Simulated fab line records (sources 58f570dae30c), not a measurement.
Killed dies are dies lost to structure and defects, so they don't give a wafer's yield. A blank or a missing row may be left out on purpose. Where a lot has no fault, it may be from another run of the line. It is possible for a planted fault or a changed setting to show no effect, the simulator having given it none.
Code-filled problem report in 8D (eight disciplines) form	flow berkeley-cmos170	the parts of the form that need people (team, actions taken, sign-off) are left out

## 1. THE PROBLEM
At UCB170_M3_SPUTTER_01, chamber-pressure-pa averages 0.5581 Pa over 2 wafers from 2 lots, while fault-free wafers read 0.4999 Pa, standard deviation 0.001. Relative to the usual mean, that is a shift of +58 standard deviations.
The step: material Al, target thk 900 nm, time 120 s.
Seen first at day 11 10:40 on pvd-sputter-01, wafer L891.3. At this step, 18 wafers from 6 lots have a number in the record. By rule, "out" or "out of limits" means more than 4 standard deviations away from the usual mean. All remaining wafers that have a number are taken as sound.

## 2. WHAT IT IS, WHAT IT ISN'T
question	is	is not
which readings at this step	chamber-pressure-pa	-
which lots	L891, L893	L877, L882, L894, L895
which wafers of those lots	L891.3, L893.4	L891.4, L891.5, L893.1, L893.2
read on which tools	pvd-sputter-01	pvd-sputter-04
when	from day 11 10:40	up to then (8 sound wafers); but 8 sound wafers of L893, L894, L895 came after

## 3. SUSPECTS, AND WHAT RULES EACH OUT
Counting: if a tool at a process step up to the reading ran every lot that is out, it stays a suspect. Sound lots after the first of them don't rule it out here, since some wafers of a struck lot are sound.
- pvd-sputter-01 at UCB170_M3_SPUTTER_01 (material Al, target thk 900 nm, time 120 s): kept. Ran every lot that is out, first one L891 (day 11 10:40); last sound lot up to then L877 (day 8 12:35). Its own readings are out on those wafers: chamber-pressure-pa.
Left after counting: pvd-sputter-01 at UCB170_M3_SPUTTER_01.

## 4. THE CAUSE (what the simulator had put in)
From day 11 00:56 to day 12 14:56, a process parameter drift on pvd-sputter-01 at UCB170_M3_SPUTTER_01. A move of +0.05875 in setting chamber-pressure-pa, from 0.5. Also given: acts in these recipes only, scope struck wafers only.
After counting, this tool was the only one left.

## 5. SEQUENCE OF EFFECTS, ordered by route
Each row: a reading whose mean over the struck wafers that have a number lies more than 3 standard deviations from the usual. Only readings whose record carries a usual standard deviation are examined. hours: median over the lots of the time between each lot's start at the first step of this table that gives one and its start at this step. sigmas: the change, counted in usual standard deviations.
hours	step	reading	usual	on struck wafers	change	sigmas
0	UCB170_M3_SPUTTER_01	chamber-pressure-pa	0.4999 Pa	0.5581	+0.0582	+58
0	UCB170_M3_SPUTTER_01	throttle-valve-pct	30.3 %	27.6	-2.8	-3.3
Process steps it contains:
- UCB170_M3_SPUTTER_01: material Al, target thk 900 nm, time 120 s.
Later measuring or inspecting steps at which every struck wafer that the step has a row for has a number for every such reading, and none has moved that far: UCB170_M3_RS_MEAS_02, UCB170_M3_THK_MEAS_03, UCB170_M3_CD_MEAS_15, UCB170_M3_OVL_MEAS_16.

## 6. HOW IT WOULD HAVE BEEN CAUGHT EARLIER
In this record no reading fell out of limits until day 11 10:40, 10 hours after the fault had begun at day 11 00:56.
